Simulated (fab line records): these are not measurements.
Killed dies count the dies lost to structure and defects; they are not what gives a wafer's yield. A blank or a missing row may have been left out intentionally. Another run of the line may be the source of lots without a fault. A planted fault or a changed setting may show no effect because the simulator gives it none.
Which of the tools did it?    flow berkeley_cmos170    21 wafers from 7 lots sampled at 4 of the route's 331 steps

== WHAT THE GAUGES READ, wafer by wafer ==
UCB170_V1_CD_MEAS_90: target cd 700 nm.
lot   measured      on         cd_nm (nm)
L125  day 7 19:25   cd_sem-02  700.0 698.6 699.0
L129  day 8 15:41   cd_sem-01  700.2 700.3 700.2
L130  day 8 16:54   cd_sem-02  700.9 701.5 699.7
L131  day 9 11:45   cd_sem-01  699.4 698.2 697.8
L142  day 10 23:52  cd_sem-01  701.0 698.8 700.0
L144  day 11 11:52  cd_sem-01  699.5 699.7 699.9
L146  day 12 12:44  cd_sem-02  700.5 701.0 701.2

== EACH LOT AND THE TOOL THAT RAN IT (in order: tool; ch and the chambers of the sampled wafers; start) ==
lot   UCB170_BACKSIDE_STRIP_03              UCB170_M1_METAL_ETCH_12            UCB170_V1_CMP_02
L125  plasma_asher-01 ch 0,1, day 7 01:16   rie_metal-04 ch 0,1, day 7 10:53   cmp-01 ch 0,2,3, day 7 15:56
L129  plasma_asher-03 ch 0,1, day 7 21:41   rie_metal-04 ch 0,1, day 8 09:43   cmp-01 ch 2,3, day 8 13:22
L130  plasma_asher-03 ch 0,1, day 7 22:02   rie_metal-03 ch 0,1, day 8 08:59   cmp-02 ch 1,2, day 8 13:37
L131  plasma_asher-03 ch 1, day 8 16:52     rie_metal-04 ch 1, day 9 02:20     cmp-01 ch 0,1, day 9 04:29
L142  plasma_asher-03 ch 0,1, day 10 09:01  rie_metal-01 ch 0,1, day 10 18:42  cmp-01 ch 1,3, day 10 20:48
L144  plasma_asher-03 ch 0,1, day 10 19:28  rie_metal-04 ch 1, day 11 04:53    cmp-01 ch 1,2,3, day 11 09:37
L146  plasma_asher-03 ch 0,1, day 11 20:34  rie_metal-04 ch 0,1, day 12 07:04  cmp-02 ch 0,1,3, day 12 10:41
- UCB170_BACKSIDE_STRIP_03: strips in O2.
- UCB170_M1_METAL_ETCH_12: etches Al in Cl2/BCl3, stops on PSG, target depth 780 nm, time 130 s.
- UCB170_V1_CMP_02: polishes SiO2.

== THE ANSWER, worked out from the rows above alone ==
Rule: usual is defined by the lots themselves. The widest of any qualifying gaps counts: lots, ordered by their means at a reading, are off when they make up no more than a third of the lots, leave a main group of 4 or more, and stand apart from it by 3 or more times the standard deviation of that group's means. A main group whose means are all the same, to the digits that the tables above print for the reading, isn't used. A lot without any number at a reading at which 4 lots or more have one is off too. Any other lot the step has rows for is counted as sound.
Nothing can be told from this: no lot is off at any reading shown.

== WHAT HAD BEEN PUT IN BY THE SIMULATOR ==
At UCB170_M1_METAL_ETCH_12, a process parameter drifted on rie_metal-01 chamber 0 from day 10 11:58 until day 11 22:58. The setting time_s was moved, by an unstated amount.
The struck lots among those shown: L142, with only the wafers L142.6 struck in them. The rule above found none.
